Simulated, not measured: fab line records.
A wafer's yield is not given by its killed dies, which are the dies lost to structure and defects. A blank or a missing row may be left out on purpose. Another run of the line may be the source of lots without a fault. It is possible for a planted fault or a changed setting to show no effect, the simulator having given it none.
Which tool did it? | flow berkeleyCmos170 | Sampling: 7 lots, 21 wafers, 2 of 331 route steps

WHAT EACH GAUGE READ, for each wafer
UCB170_V1_CD_MEAS_12: the cd target is 700 nm.
lot  | measured     | on       | cdNm (nm)
L433 | day 8 23:07  | cdSem-01 | 699.4 699.5 699.3
L435 | day 9 05:41  | cdSem-01 | 699.9 697.9 699.3
L447 | day 10 19:51 | cdSem-02 | 700.2 700.8 699.3
L446 | day 11 04:40 | cdSem-01 | 700.2 699.8 699.0
L452 | day 12 00:47 | cdSem-01 | 700.4 700.3 702.5
L450 | day 12 04:14 | cdSem-02 | 701.5 700.8 700.6
L456 | day 12 19:46 | cdSem-02 | 698.9 698.9 699.0

WHICH TOOL RAN EACH LOT (tool, then ch and the chambers of the sampled wafers, then the start)
lot  | UCB170_GATE_ETCH_15
L433 | rieSi-02 ch 1,3, day 7 10:24
L435 | rieSi-01 ch 1,2, day 7 19:50
L447 | rieSi-01 ch 1,2, day 9 16:52
L446 | rieSi-01 ch 0,2,3, day 9 17:28
L452 | rieSi-01 ch 1,2,3, day 10 10:37
L450 | rieSi-01 ch 1,3, day 10 21:43
L456 | rieSi-01 ch 1,2,3, day 11 17:29
- UCB170_GATE_ETCH_15: etches poly-Si in HBr/Cl2, stops on SiO2, time 56.3 s, target depth 278.2 nm.

THE ANSWER, worked out from the rows above alone
Rule: the usual values come from the lots themselves. The widest of any qualifying gaps counts: lots, ordered by their means at a reading, are off when they make up no more than a third of the lots, leave a main group of 4 or more, and stand apart from it by 3 or more times the standard deviation of that group's means. A main group whose means are all the same, to the digits that the tables above print for the reading, isn't used. A lot without any number at a reading at which 4 lots or more have one is off too. Where the step has rows for the other lots, those lots are counted as sound.
No lot is off at any reading shown: from this, nothing can be told.

WHAT THE SIMULATOR HAD PUT IN
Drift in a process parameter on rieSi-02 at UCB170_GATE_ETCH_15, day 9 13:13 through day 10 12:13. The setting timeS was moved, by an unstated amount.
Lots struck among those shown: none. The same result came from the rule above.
